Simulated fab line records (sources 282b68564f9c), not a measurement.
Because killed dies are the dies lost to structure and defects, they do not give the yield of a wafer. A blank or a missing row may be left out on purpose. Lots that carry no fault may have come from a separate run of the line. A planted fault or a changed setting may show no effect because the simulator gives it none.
Commonality check across tools -- flow rit cmos -- Lots sampled 14, wafers sampled 48

== REASON FOR OPENING ==
Of 14 lots, 2 have the reading PSD_TW flagged at RIT_PSD_TW_MEAS_10. Fault-free wafers read 3438, with a standard deviation of 25.
Rule: a lot is flagged when every wafer of it that has a number lies more than 4 standard deviations from that mean, or none has a number. All remaining lots are regarded as sound.

lot,measured,on,"PSD_TW, wafer by wafer",flag
L646,day 3 07:50,film metro-04,3457 3489 3477,
L647,day 3 09:10,film metro-03,3417 3420 3406,
L648,day 3 15:48,film metro-04,3472 3468 3456,
L650,day 4 01:14,film metro-01,3432 3437 3430,
L652,day 4 13:41,film metro-04,3430 3442 3422,
L653,day 4 19:10,film metro-03,3407 3413 3413,
L654,day 5 01:45,film metro-03,3414 3401 3428,
L655,day 5 04:33,film metro-01,3433 3435 3458,
L659,day 5 23:40,film metro-04,3462 3456 3464,
L660,day 6 06:35,film metro-01,3417 3427 3434,
L663,day 6 17:52,film metro-04,3464 3454 3469,
L667,day 7 15:09,film metro-04,3657 3675 3642 3662 3666 3655,FLAGGED
L668,day 8 06:37,film metro-01,3635 3622 3621 3630 3620 3635,FLAGGED
L669,day 8 11:25,film metro-01,3433 3406 3414,
The mean of the flagged lots' numbers is 3643, +205 from the usual (+8 standard deviations).

== WHICH TOOL EACH LOT WENT THROUGH ==
The record keeps 1 process step preceding the reading, out of 202 steps on the route. Cell contents, in order: the tool; ch with the chambers the sampled wafers went through; the start.
lot,flag,RIT_NSD_COAT_01
L646,,"litho track-02 ch 0, day 3 05:05"
L647,,"litho track-02 ch 0, day 3 06:32"
L648,,"litho track-01 ch 0, day 3 13:05"
L650,,"litho track-03 ch 0, day 3 22:20"
L652,,"litho track-02 ch 0, day 4 10:56"
L653,,"litho track-03 ch 0, day 4 16:16"
L654,,"litho track-02 ch 0, day 4 22:56"
L655,,"litho track-03 ch 0, day 5 01:41"
L659,,"litho track-03 ch 0, day 5 20:50"
L660,,"litho track-03 ch 0, day 6 01:56"
L663,,"litho track-03 ch 0, day 6 15:14"
L667,FLAGGED,"litho track-02, day 7 12:31"
L668,FLAGGED,"litho track-01, day 8 03:43"
L669,,"litho track-03 ch 0, day 8 08:46"
What is done by these steps:
- RIT_NSD_COAT_01: resist thk 1000 nm.
- RIT_PSD_TW_MEAS_10

== FLAGGED OVER TOTAL, TOOL BY TOOL (the gauges that took the reading come last) ==
step,tool,lots run,flagged,share of the flagged lots,sound lots run after its first flagged lot
RIT_NSD_COAT_01,litho track-01,2,1,some,0
RIT_NSD_COAT_01,litho track-02,5,1,some,0
RIT_NSD_COAT_01,litho track-03,7,0,none,-
RIT_PSD_TW_MEAS_10,film metro-01,5,1,some,1 (L669)
RIT_PSD_TW_MEAS_10,film metro-03,3,0,none,-
RIT_PSD_TW_MEAS_10,film metro-04,6,1,some,0

== WHAT THE TABLE PERMITS ==
No row of the table ran every flagged lot.

== WHAT THE SIMULATOR HAD PUT IN ==
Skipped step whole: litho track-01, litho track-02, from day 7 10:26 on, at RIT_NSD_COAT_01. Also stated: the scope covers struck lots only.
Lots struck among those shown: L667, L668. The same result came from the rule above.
